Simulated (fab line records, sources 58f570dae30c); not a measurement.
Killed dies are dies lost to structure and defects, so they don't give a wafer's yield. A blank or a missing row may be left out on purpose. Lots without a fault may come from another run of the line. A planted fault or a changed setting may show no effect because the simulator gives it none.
fab line records | flow berkeley_cmos170 | part 1 of 2: steps 1 to 28 of 40
record lots=5 wafers=15 last_day=13
route steps=331 shown PLDD@147 NLDD@158 SPACER@171 PSD@175
lots that met no fault: from a run of the same line without faults
start_h: hours from the record's first day to the start of the lot's first wafer shown | wait_h: hours since the lot's step before | " the same as in the row above | L1.1+2: a row that stands for several wafers | - no value, or no start given | * or withheld: withheld | < > ~ a bound
route shown NAME@n: a module of which the file shows steps, and the number in the route of the first | usual: mean/standard deviation of fault-free wafers | same: alike in all rows | chamber/n: place in a boat | sites: the reading at each site | _std_site: their standard deviation | _edge_site: outer sites' mean less inner sites' | radius_mm: how far each site lies from the wafer's centre | mask NAME#n: copy n | behind: the tool/chamber that last shaped the wafer | hold: why the lot was held/for how many hours/how that ended | device: the transistor (n, p or np) that didn't switch | end of line: the same wafers' tests at the end of the route | a step without rows: its recipe alone | killed: dies lost to structure and defects at the first sort, not the wafer's yield | map: a wafer's dies, x killed, . not, _ none there
set.NAME: the setting as run; set.NAME@STEP: as run at that earlier step | model.NAME: the simulator's own value behind a step, which no gauge read
lots at some steps of the route; a table a step, a row a wafer
services: from which hour (start_h, from the record's first day; less than 0 if before it) a tool's chamber was out of use, for how many hours, and why
## steps
# step UCB170_PLDD_SOFTBAKE_02
# recipe resist=KrF temp_c=130 time_s=60
# columns lot.wafer tool chamber start_h wait_h
L075.1+2+4 litho_track-01 0 142.42 0.1
L083.2+4+5 litho_track-01 0 184.11 0.1
L090.3+4+6 litho_track-04 0 243.36 0.1
L093.3+4+5 litho_track-04 0 244.54 0.1
L096.1+3+5 litho_track-04 0 266.54 0.1
# step UCB170_PLDD_EXPOSE_03
# recipe mask_id=PSELECT na=0.5 sigma_outer=0.6 source_shape=conventional target_cd_nm=1200 dose_mj=30
# usual focus_offset_nm=0.0/0.49
# columns lot.wafer tool chamber start_h wait_h mask focus_offset_nm
L075.1 krf_scanner-02 0 142.76 0.3 PSELECT#0 -0.4
L075.2 " 0 " " PSELECT#0 -0.4
L075.4 " 0 " " PSELECT#0 0.5
L083.2 krf_scanner-01 0 184.38 0.2 PSELECT#0 -0.1
L083.4 " 0 " " PSELECT#0 0.7
L083.5 " 0 " " PSELECT#0 0.0
L090.3 krf_scanner-02 0 243.50 0.1 PSELECT#0 0.3
L090.4 " 0 " " PSELECT#0 0.6
L090.6 " 0 " " PSELECT#0 -0.5
L093.3 krf_scanner-01 0 244.67 0.1 PSELECT#0 0.0
L093.4 " 0 " " PSELECT#0 0.6
L093.5 " 0 " " PSELECT#0 0.1
L096.1 krf_scanner-01 0 266.82 0.2 PSELECT#0 0.8
L096.3 " 0 " " PSELECT#0 -0.3
L096.5 " 0 " " PSELECT#0 -0.2
# step UCB170_PLDD_PEB_04
# recipe peb_temp_c=130 peb_time_s=withheld resist=KrF
# columns lot.wafer tool chamber start_h wait_h
L075.1+2+4 litho_track-01 0 143.02 0.2
L083.2+4+5 litho_track-01 0 184.51 0.1
L090.3+4+6 litho_track-01 0 244.18 0.7
L093.3+4+5 litho_track-04 0 245.59 0.9
L096.1+3+5 litho_track-03 0 267.52 0.7
# step UCB170_PLDD_DEVELOP_05
# recipe developer=TMAH develop_time_s=45 resist=KrF dev_temp_c=21
# columns lot.wafer tool chamber start_h wait_h
L075.1+2+4 litho_track-01 0 - -
L083.2+4+5 litho_track-01 0 - -
L090.3+4+6 litho_track-01 0 - -
L093.3+4+5 litho_track-04 0 - -
L096.1+3+5 litho_track-03 0 - -
# step UCB170_PLDD_CD_MEAS_06
# recipe target_cd_nm=1200
# usual cd_nm=1199.5/1.8
# columns lot.wafer tool chamber start_h wait_h cd_nm
L075.1 cd_sem-01 - 143.29 - 1199.2
L075.2 " - " " 1199.5
L075.4 " - " " 1199.4
L083.2 cd_sem-02 - 184.78 - 1197.3
L083.4 " - " " 1198.8
L083.5 " - " " 1199.9
L090.3 cd_sem-02 - 244.44 - 1198.7
L090.4 " - " " 1198.6
L090.6 " - " " 1198.8
L093.3 cd_sem-01 - 245.85 - 1200.2
L093.4 " - " " 1199.8
L093.5 " - " " 1199.4
L096.1 cd_sem-02 - 267.80 - 1201.6
L096.3 " - " " 1202.9
L096.5 " - " " 1203.3
# step UCB170_PLDD_OVL_MEAS_07
# usual PLDD_OVL=-1/5.3
# columns lot.wafer tool chamber start_h wait_h PLDD_OVL[nm]
L075.1 overlay-01 - 143.41 0.1 7
L075.2 " - " " -3
L075.4 " - " " -2
L083.2 overlay-01 - 184.88 0.1 -10
L083.4 " - " " -10
L083.5 " - " " 1
L090.3 overlay-01 - 244.54 0.1 -4
L090.4 " - " " 2
L090.6 " - " " -6
L093.3 overlay-02 - 245.94 0.1 -4
L093.4 " - " " -3
L093.5 " - " " 5
L096.1 overlay-01 - 267.92 0.1 1
L096.3 " - " " 3
L096.5 " - " " -1
# step UCB170_PLDD_IMPLANT_08
# recipe species=BF2 dose_cm2=5e+13 energy_kev=10 tilt_deg=7 rotation_deg=0
# usual beam_on_s=9.98/0.18 dose_ions_cm2=5e+13/5.4e+10
# columns lot.wafer tool chamber start_h wait_h beam_on_s dose_ions_cm2
L075.1 implanter-03 0 143.45 0.0 9.79 5.008e+13
L075.2 " 0 " " 9.76 5.007e+13
L075.4 " 0 " " 9.86 5.007e+13
L083.2 implanter-03 0 184.97 0.1 10.03 5.001e+13
L083.4 " 0 " " 10.23 4.996e+13
L083.5 " 0 " " 10.39 4.996e+13
L090.3 implanter-02 0 244.61 0.1 10.18 4.998e+13
L090.4 " 0 " " 9.71 4.991e+13
L090.6 " 0 " " 9.98 4.999e+13
L093.3 implanter-03 0 246.02 0.1 9.77 5.004e+13
L093.4 " 0 " " 9.73 5.002e+13
L093.5 " 0 " " 10.00 5.009e+13
L096.1 implanter-02 0 267.96 0.0 10.08 5.002e+13
L096.3 " 0 " " 9.94 4.997e+13
L096.5 " 0 " " 10.10 4.998e+13
# step UCB170_PLDD_IMPLANT_09
# recipe species=BF2 dose_cm2=5e+13 energy_kev=10 tilt_deg=7 rotation_deg=180
# usual beam_on_s=10.02/0.22 dose_ions_cm2=5e+13/5.3e+10
# columns lot.wafer tool chamber start_h wait_h beam_on_s dose_ions_cm2
L075.1 implanter-03 0 143.60 0.1 10.13 4.998e+13
L075.2 " 0 " " 9.96 4.987e+13
L075.4 " 0 " " 10.11 4.994e+13
L083.2 implanter-03 0 185.12 0.1 9.96 5.001e+13
L083.4 " 0 " " 10.32 4.997e+13
L083.5 " 0 " " 10.07 5.003e+13
L090.3 implanter-02 0 244.76 0.1 10.49 5.016e+13
L090.4 " 0 " " 10.05 5.006e+13
L090.6 " 0 " " 10.57 4.997e+13
L093.3 implanter-03 0 246.17 0.1 10.11 4.997e+13
L093.4 " 0 " " 9.91 5.004e+13
L093.5 " 0 " " 9.98 4.994e+13
L096.1 implanter-02 0 268.11 0.1 9.64 5.003e+13
L096.3 " 0 " " 10.15 5.005e+13
L096.5 " 0 " " 10.14 4.996e+13
# step UCB170_PLDD_STRIP_10
# recipe chemistry=O2 power_w=400 pressure_mtorr=3500 platen_temp_c=withheld o2_flow_sccm=400 overash_fraction=0.5
# usual drypump_motor_current_A=6.07/0.18 oes_product_au=0.735/0.0046 strip_time_to_endpoint_s=21.62/0.075
# columns lot.wafer tool chamber start_h wait_h drypump_motor_current_A oes_product_au rf_hours_counter_h strip_time_to_endpoint_s
L075.1 plasma_asher-02 1 143.75 0.1 5.93 0.733 42 21.62
L075.2 " 0 " " 6.44 0.734 42 21.59
L075.4 " 1 " " 5.91 0.734 - 21.55
L083.2 plasma_asher-01 0 185.24 0.1 5.99 0.744 7 21.73
L083.4 " 1 " " 6.22 0.729 - 21.66
L083.5 " 0 " " 5.94 0.733 - 21.66
L090.3 plasma_asher-01 0 244.89 0.1 5.95 0.742 - 21.75
L090.4 " 1 " " 6.21 0.739 - 21.60
L090.6 " 1 " " 6.21 0.728 - 21.67
L093.3 plasma_asher-02 0 246.30 0.1 6.41 0.731 - 21.62
L093.4 " 1 " " 5.89 0.731 - 21.59
L093.5 " 1 " " 5.88 0.734 - 21.66
L096.1 plasma_asher-01 1 268.26 0.1 6.21 0.735 15 21.57
L096.3 " 1 " " 6.21 0.737 - 21.53
L096.5 " 0 " " 5.93 0.727 - 21.45
# step UCB170_PLDD_TW_MEAS_11
# usual PLDD_TW=1014/7.4
# columns lot.wafer tool chamber start_h wait_h PLDD_TW
L075.1 film_metro-04 - 143.85 0.1 1010
L075.2 " - " " 1008
L075.4 " - " " 1009
L083.2 film_metro-01 - 185.35 0.1 1020
L083.4 " - " " 1030
L083.5 " - " " 1024
L090.3 film_metro-03 - 244.98 0.1 1010
L090.4 " - " " 1014
L090.6 " - " " 1009
L093.3 film_metro-03 - 246.39 0.1 1012
L093.4 " - " " 1003
L093.5 " - " " 1014
L096.1 film_metro-03 - 268.36 0.1 1002
L096.3 " - " " 1000
L096.5 " - " " 1002
# step UCB170_PLDD_CLEAN_12
# recipe chemistry=SPM temp_c=120 time_s=600
# columns lot.wafer tool chamber start_h wait_h
L075.1+2+4 wet_bench-04 3 144.12 0.3
L083.2+4+5 wet_bench-01 0 185.40 0.0
L090.3+4+6 wet_bench-03 2 245.99 1.0
L093.3+4+5 wet_bench-03 2 246.47 0.1
L096.1+3+5 wet_bench-04 0 268.42 0.1
# step UCB170_NLDD_HMDS_00
# recipe prime_time_s=60 prime_temp_c=100
# columns lot.wafer tool chamber start_h wait_h
L075.1+2+4 litho_track-03 0 144.67 0.4
L083.2+4+5 litho_track-03 0 185.62 0.0
L090.3+4+6 litho_track-03 0 246.40 0.2
L093.3+4+5 litho_track-02 0 246.94 0.3
L096.1+3+5 litho_track-04 0 269.42 0.8
# step UCB170_NLDD_COAT_01
# recipe resist=KrF spin_rpm=1500 resist_thk_nm=900
# columns lot.wafer tool chamber start_h wait_h
L075.1+2+4 litho_track-03 0 144.82 0.1
L083.2+4+5 litho_track-03 0 185.77 0.1
L090.3+4+6 litho_track-03 0 246.55 0.1
L093.3+4+5 litho_track-02 0 247.09 0.1
L096.1+3+5 litho_track-04 0 269.57 0.1
# step UCB170_NLDD_SOFTBAKE_02
# recipe resist=KrF temp_c=130 time_s=60
# columns lot.wafer tool chamber start_h wait_h
L075.1+2+4 litho_track-03 0 144.97 0.1
L083.2+4+5 litho_track-03 0 185.92 0.1
L090.3+4+6 litho_track-03 0 246.70 0.1
L093.3+4+5 litho_track-02 0 247.24 0.1
L096.1+3+5 litho_track-04 0 269.72 0.1
# step UCB170_NLDD_EXPOSE_03
# recipe mask_id=NSELECT na=0.5 sigma_outer=0.6 source_shape=conventional target_cd_nm=1200 dose_mj=30
# usual focus_offset_nm=0.0/0.5
# columns lot.wafer tool chamber start_h wait_h mask focus_offset_nm
L075.1 krf_scanner-01 0 145.27 0.3 NSELECT#0 -0.1
L075.2 " 0 " " NSELECT#0 -0.6
L075.4 " 0 " " NSELECT#0 -0.5
L083.2 krf_scanner-02 0 186.19 0.2 NSELECT#0 0.6
L083.4 " 0 " " NSELECT#0 -0.1
L083.5 " 0 " " NSELECT#0 -0.9
L090.3 krf_scanner-02 0 246.97 0.2 NSELECT#0 0.7
L090.4 " 0 " " NSELECT#0 -0.4
L090.6 " 0 " " NSELECT#0 0.2
L093.3 krf_scanner-01 0 247.69 0.4 NSELECT#0 -0.6
L093.4 " 0 " " NSELECT#0 0.1
L093.5 " 0 " " NSELECT#0 -0.3
L096.1 krf_scanner-01 0 269.99 0.2 NSELECT#0 0.2
L096.3 " 0 " " NSELECT#0 -0.5
L096.5 " 0 " " NSELECT#0 -0.4
# step UCB170_NLDD_PEB_04
# recipe peb_temp_c=130 peb_time_s=withheld resist=KrF
# columns lot.wafer tool chamber start_h wait_h
L075.1+2+4 litho_track-04 0 145.39 0.1
L083.2+4+5 litho_track-02 0 186.82 0.6
L090.3+4+6 litho_track-04 0 247.10 0.1
L093.3+4+5 litho_track-04 0 247.92 0.2
L096.1+3+5 litho_track-04 0 271.04 1.0
# step UCB170_NLDD_DEVELOP_05
# recipe developer=TMAH develop_time_s=45 resist=KrF dev_temp_c=21
# columns lot.wafer tool chamber start_h wait_h
L075.1+2+4 litho_track-04 0 - -
L083.2+4+5 litho_track-02 0 - -
L090.3+4+6 litho_track-04 0 - -
L093.3+4+5 litho_track-04 0 - -
L096.1+3+5 litho_track-04 0 - -
# step UCB170_NLDD_CD_MEAS_06
# recipe target_cd_nm=1200
# usual cd_nm=1199.8/1.5
# columns lot.wafer tool chamber start_h wait_h cd_nm
L075.1 cd_sem-02 - 146.02 - 1202.5
L075.2 " - " " 1201.9
L075.4 " - " " 1200.6
L083.2 cd_sem-01 - 187.09 - 1197.8
L083.4 " - " " 1198.6
L083.5 " - " " 1198.3
L090.3 cd_sem-02 - 247.36 - 1201.3
L090.4 " - " " 1201.3
L090.6 " - " " 1199.6
L093.3 cd_sem-01 - 248.19 - 1198.3
L093.4 " - " " 1197.3
L093.5 " - " " 1196.9
L096.1 cd_sem-02 - 271.32 - 1197.6
L096.3 " - " " 1197.5
L096.5 " - " " 1197.1
# step UCB170_NLDD_OVL_MEAS_07
# usual NLDD_OVL=-4/6
# columns lot.wafer tool chamber start_h wait_h NLDD_OVL[nm]
L075.1 overlay-01 - 146.14 0.1 -7
L075.2 " - " " 2
L075.4 " - " " 5
L083.2 overlay-01 - 187.19 0.1 -6
L083.4 " - " " -14
L083.5 " - " " -13
L090.3 overlay-02 - 247.45 0.1 2
L090.4 " - " " 1
L090.6 " - " " 4
L093.3 overlay-02 - 248.28 0.1 -7
L093.4 " - " " -6
L093.5 " - " " -7
L096.1 overlay-02 - 271.44 0.1 -10
L096.3 " - " " -8
L096.5 " - " " -8
# step UCB170_NLDD_IMPLANT_08
# recipe species=As dose_cm2=5e+13 energy_kev=30 tilt_deg=7 rotation_deg=0
# usual beam_on_s=10.02/0.22 dose_ions_cm2=5e+13/5.6e+10
# columns lot.wafer tool chamber start_h wait_h beam_on_s dose_ions_cm2
L075.1 implanter-02 0 146.17 0.0 9.94 5.003e+13
L075.2 " 0 " " 10.01 4.995e+13
L075.4 " 0 " " 10.01 5.002e+13
L083.2 implanter-02 0 187.34 0.1 10.11 4.996e+13
L083.4 " 0 " " 9.86 4.997e+13
L083.5 " 0 " " 10.05 4.993e+13
L090.3 implanter-02 0 247.53 0.1 10.42 4.993e+13
L090.4 " 0 " " 10.23 4.993e+13
L090.6 " 0 " " 10.06 4.999e+13
L093.3 implanter-04 0 248.36 0.1 9.93 4.996e+13
L093.4 " 0 " " 10.09 4.999e+13
L093.5 " 0 " " 10.04 5.003e+13
L096.1 implanter-04 0 271.47 0.0 10.01 5.009e+13
L096.3 " 0 " " 9.98 5.002e+13
L096.5 " 0 " " 9.90 4.998e+13
# step UCB170_NLDD_IMPLANT_09
# recipe species=As dose_cm2=5e+13 energy_kev=30 tilt_deg=7 rotation_deg=180
# usual beam_on_s=10.01/0.2 dose_ions_cm2=5.001e+13/6.2e+10
# columns lot.wafer tool chamber start_h wait_h beam_on_s dose_ions_cm2
L075.1 implanter-02 0 146.32 0.1 10.16 4.988e+13
L075.2 " 0 " " 9.82 5e+13
L075.4 " 0 " " 10.18 4.994e+13
L083.2 implanter-02 0 187.49 0.1 10.17 4.997e+13
L083.4 " 0 " " 9.83 4.982e+13
L083.5 " 0 " " 10.19 4.991e+13
L090.3 implanter-02 0 247.68 0.1 9.94 4.986e+13
L090.4 " 0 " " 10.11 4.991e+13
L090.6 " 0 " " 9.68 4.996e+13
L093.3 implanter-04 0 248.51 0.1 9.68 5.002e+13
L093.4 " 0 " " 9.92 4.998e+13
L093.5 " 0 " " 10.01 5.004e+13
L096.1 implanter-04 0 271.62 0.1 9.93 5.012e+13
L096.3 " 0 " " 10.03 5.003e+13
L096.5 " 0 " " 9.56 5.008e+13
# step UCB170_NLDD_STRIP_10
# recipe chemistry=O2 power_w=400 pressure_mtorr=3500 platen_temp_c=withheld o2_flow_sccm=400 overash_fraction=0.5
# usual drypump_motor_current_A=6.03/0.21 oes_product_au=0.734/0.0042 strip_time_to_endpoint_s=21.62/0.069
# columns lot.wafer tool chamber start_h wait_h drypump_motor_current_A oes_product_au rf_hours_counter_h strip_time_to_endpoint_s
L075.1 plasma_asher-03 0 146.47 0.1 5.97 0.734 38 21.54
L075.2 " 1 " " 5.98 0.730 38 21.58
L075.4 " 1 " " 5.96 0.728 - 21.55
L083.2 plasma_asher-01 0 187.62 0.1 5.92 0.735 7 21.57
L083.4 " 1 " " 6.26 0.735 - 21.65
L083.5 " 1 " " 6.22 0.737 - 21.57
L090.3 plasma_asher-01 1 247.81 0.1 6.24 0.730 - 21.61
L090.4 " 0 " " 5.92 0.736 - 21.65
L090.6 " 0 " " 5.94 0.740 - 21.68
L093.3 plasma_asher-04 0 248.65 0.1 6.37 0.737 - 21.50
L093.4 " 1 " " 5.68 0.733 - 21.51
L093.5 " 1 " " 5.71 0.733 - 21.48
L096.1 plasma_asher-03 1 271.77 0.1 5.98 0.721 52 21.69
L096.3 " 0 " " 5.96 0.734 - 21.78
L096.5 " 1 " " 5.96 0.729 - 21.65
# step UCB170_NLDD_TW_MEAS_11
# usual NLDD_TW=2222/16
# columns lot.wafer tool chamber start_h wait_h NLDD_TW
L075.1 film_metro-01 - 146.57 0.1 2256
L075.2 " - " " 2258
L075.4 " - " " 2252
L083.2 film_metro-01 - 187.73 0.1 2240
L083.4 " - " " 2238
L083.5 " - " " 2226
L090.3 film_metro-03 - 247.90 0.1 2208
L090.4 " - " " 2211
L090.6 " - " " 2204
L093.3 film_metro-04 - 248.73 0.1 2210
L093.4 " - " " 2213
L093.5 " - " " 2210
L096.1 film_metro-01 - 271.87 0.1 2250
L096.3 " - " " 2243
L096.5 " - " " 2239
# step UCB170_NLDD_CLEAN_12
# recipe chemistry=SPM temp_c=120 time_s=600
# columns lot.wafer tool chamber start_h wait_h
L075.1+2+4 wet_bench-04 0 146.66 0.1
L083.2+4+5 wet_bench-01 1 187.81 0.1
L090.3+4+6 wet_bench-02 1 247.94 0.0
L093.3+4+5 wet_bench-02 1 248.77 0.0
L096.1+3+5 wet_bench-04 2 275.08 3.2
# step UCB170_SPACER_CVD_00
# recipe material=SiO2 target_thk_nm=376 temp_c=390 precursor=TEOS/O2 time_s=47 rf_w=550 pressure_mtorr=9000
# usual heater_power_w=256/45
# columns lot.wafer tool chamber start_h wait_h heater_power_w
L075.1 pecvd-01 2 146.84 0.0 293
L075.2 " 0 " " 287
L075.4 " 1 " " 268
L083.2 pecvd-03 2 188.00 0.0 218
L083.4 " 1 " " 233
L083.5 " 0 " " 266
L090.3 pecvd-04 2 248.11 0.0 292
L090.4 " 1 " " 187
L090.6 " 0 " " 213
L093.3 pecvd-04 0 248.95 0.0 214
L093.4 " 1 " " 160
L093.5 " 0 " " 216
L096.1 pecvd-04 1 275.27 0.0 227
L096.3 " 2 " " 233
L096.5 " 0 " " 224
# step UCB170_SPACER_THK_MEAS_01
# recipe reads=SiO2_of_SPACER_CVD_00
# usual SPACER_TEOS_THK=377/5.3
# columns lot.wafer tool chamber start_h wait_h SPACER_TEOS_THK[nm]
L075.1 film_metro-02 - 146.88 0.0 373
L075.2 " - " " 371
L075.4 " - " " 372
L083.2 film_metro-01 - 188.05 0.0 380
L083.4 " - " " 380
L083.5 " - " " 383
L090.3 film_metro-03 - 248.17 0.0 372
L090.4 " - " " 378
L090.6 " - " " 379
L093.3 film_metro-02 - 249.01 0.0 374
L093.4 " - " " 378
L093.5 " - " " 377
L096.1 film_metro-03 - 275.31 0.0 380
L096.3 " - " " 373
L096.5 " - " " 382
# step UCB170_SPACER_ANNEAL_02
# recipe temp_c=900 time_s=1800 ambient=N2
# usual tube_center_temp_C=900/0.077
# columns lot.wafer tool chamber start_h wait_h tube_center_temp_C
L075.1 furnace-04 0 150.15 3.3 900.02
L075.2 " 0 " " 899.93
L075.4 " 0 " " 900.02
L083.2 furnace-01 0 194.06 6.0 900.03
L083.4 " 0 " " 900.15
L083.5 " 0 " " 900.02
L090.3 furnace-04 0 253.53 5.3 900.08
L090.4 " 0 " " 900.04
L090.6 " 0 " " 899.95
L093.3 furnace-04 0 253.53 4.5 899.99
L093.4 " 0 " " 899.92
L093.5 " 0 " " 899.89
L096.1 furnace-02 0 279.80 4.5 900.06
L096.3 " 0 " " 899.98
L096.5 " 0 " " 900.02
# step UCB170_SPACER_ETCHBACK_03
# recipe stop_on=Si target=SiO2 chemistry=CHF3/CF4/Ar CHF3_flow_sccm=50 cf4_flow_sccm=10 Ar_flow_sccm=120 pressure_mtorr=200 rf_w=500 target_depth_a=3760 time_s=100
# usual CHF3_flow_sccm=49.98/0.15 drypump_motor_current_A=5.5/0.37 oes_product_au=0.899/0.016 throttle_valve_pct=6.48/0.08
# columns lot.wafer tool chamber start_h wait_h CHF3_flow_sccm drypump_motor_current_A oes_product_au rf_hours_counter_h throttle_valve_pct
L075.1 rie_diel-03 2 151.72 0.1 49.88 5.7 0.899 16 6.62
L075.2 " 3 " " 49.95 5.0 0.889 105 6.35
L075.4 " 1 " " 49.84 5.4 0.909 48 6.38
L083.2 rie_diel-01 1 195.56 0.0 49.73 5.7 0.912 4 6.46
L083.4 " 3 " " 49.73 5.5 0.909 - 6.46
L083.5 " 2 " " 50.14 5.9 0.892 - 6.47
L090.3 rie_diel-01 1 255.03 0.0 50.25 5.7 0.898 7 6.45
L090.4 " 3 " " 50.09 5.5 0.894 133 6.46
L090.6 " 2 " " 50.08 5.9 0.878 - 6.47
L093.3 rie_diel-01 3 255.11 0.1 50.00 5.5 0.902 133 6.45
L093.4 " 0 " " 49.86 4.7 0.913 2 6.52
L093.5 " 1 " " 49.80 5.6 0.905 - 6.47
L096.1 rie_diel-01 2 281.30 0.0 49.85 5.9 0.886 13 6.46
L096.3 " 1 " " 49.86 5.7 0.898 8 6.46
L096.5 " 1 " " 49.88 5.7 0.922 - 6.46
